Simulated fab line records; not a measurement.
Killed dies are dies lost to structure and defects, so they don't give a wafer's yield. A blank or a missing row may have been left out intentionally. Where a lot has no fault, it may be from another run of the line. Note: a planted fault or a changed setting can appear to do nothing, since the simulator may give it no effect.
Which tool was responsible? :: flow berkeley-cmos170 :: 6 lots (18 wafers sampled), 1 step of a 331-step route

## WHAT THE GAUGES SHOWED, per wafer
UCB170_PLDD_OVL_MEAS_07.
lot: L535
measured: day 6 02:50
on: overlay-02
PLDD_OVL (nm): -4 0 -2

lot: L537
measured: day 6 13:46
on: overlay-02
PLDD_OVL (nm): 9 7 2

lot: L538
measured: day 6 14:56
on: overlay-02
PLDD_OVL (nm): 6 -1 2

lot: L546
measured: day 8 16:48
on: overlay-02
PLDD_OVL (nm): -2 2 -10

lot: L552
measured: day 10 01:35
on: overlay-01
PLDD_OVL (nm): 6 6 5

lot: L555
measured: day 11 07:38
on: overlay-02
PLDD_OVL (nm): -2 2 6

## TOOL THAT RAN EACH LOT (tool first, then ch and the chambers of the sampled wafers, then the start)
There is no process step in the record ahead of these readings.

## THE ANSWER, worked out from the rows above alone
Rule: usual is defined by the lots themselves. The widest of any qualifying gaps counts: lots, ordered by their means at a reading, are off when they make up no more than a third of the lots, leave a main group of 4 or more, and stand apart from it by 3 or more times the standard deviation of that group's means. A main group is skipped when, at the precision printed for the reading in the tables above, its means are all equal. A lot without any number at a reading at which 4 lots or more have one is off too. The other lots that the step has rows for count as sound.
Nothing can be told from this: no lot is off at any reading shown.

## WHAT WAS PUT IN BY THE SIMULATOR
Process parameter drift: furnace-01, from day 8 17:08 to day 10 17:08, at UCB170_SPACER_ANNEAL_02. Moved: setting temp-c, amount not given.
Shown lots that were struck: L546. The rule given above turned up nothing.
